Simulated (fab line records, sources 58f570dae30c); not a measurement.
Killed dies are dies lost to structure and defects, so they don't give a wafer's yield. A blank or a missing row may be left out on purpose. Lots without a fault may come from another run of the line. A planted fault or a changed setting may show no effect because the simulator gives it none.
Chamber matching | flow berkeley_cmos170 | UCB170_V2_CMP_02 on cmp-01: 4 sister chambers
The step polishes SiO2. 8 wafers are shown with their chamber, then 8 later ones without.

WAFERS WITH THEIR CHAMBER
wafer  | chamber | motor_current_A (A)
L545.2 | 3       | 16.8
L548.1 | 3       | 17.0
L549.2 | 1       | 19.2
L549.6 | 0       | 14.2
L562.2 | 0       | 14.0
L562.4 | 2       | 13.2
L562.6 | 1       | 18.9
L560.2 | 2       | 14.2

WAFERS WITHOUT THEIR CHAMBER
wafer  | motor_current_A (A)
L560.3 | 16.2
L560.4 | 14.5
L558.1 | 13.4
L558.2 | 15.3
L558.6 | 14.6
L563.1 | 14.5
L563.2 | 17.1
L563.4 | 19.5

WHICH CHAMBER EACH WENT THROUGH
wafer  | from the rows above          | in truth
L560.3 | 3                            | 3
L560.4 | can't be placed: 0 or 2      | 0
L558.1 | can't be placed: 2 or 0      | 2
L558.2 | can't be placed: 0 or 3 or 2 | 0
L558.6 | can't be placed: 0 or 2      | 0
L563.1 | can't be placed: 0 or 2      | 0
L563.2 | 3                            | 3
L563.4 | 1                            | 1
Placed correctly: 3 of 8. Can't be placed from these rows: 5 (the true chamber is among the candidates in 5). Placed wrongly: 0.
How it was worked out, from the rows above alone: a wafer's distance from a chamber is the root of the sum, over the readings, of the square of ((its reading less the chamber's mean) divided by the reading's scatter). The wafer belongs to the nearest chamber; if the next one is less than 2 further off, it can't be placed. A chamber's mean is the mean of its shown wafers. The scatter: the root of (the sum of the squares of (reading less its chamber's mean) over the shown wafers, divided by (wafers less chambers)).
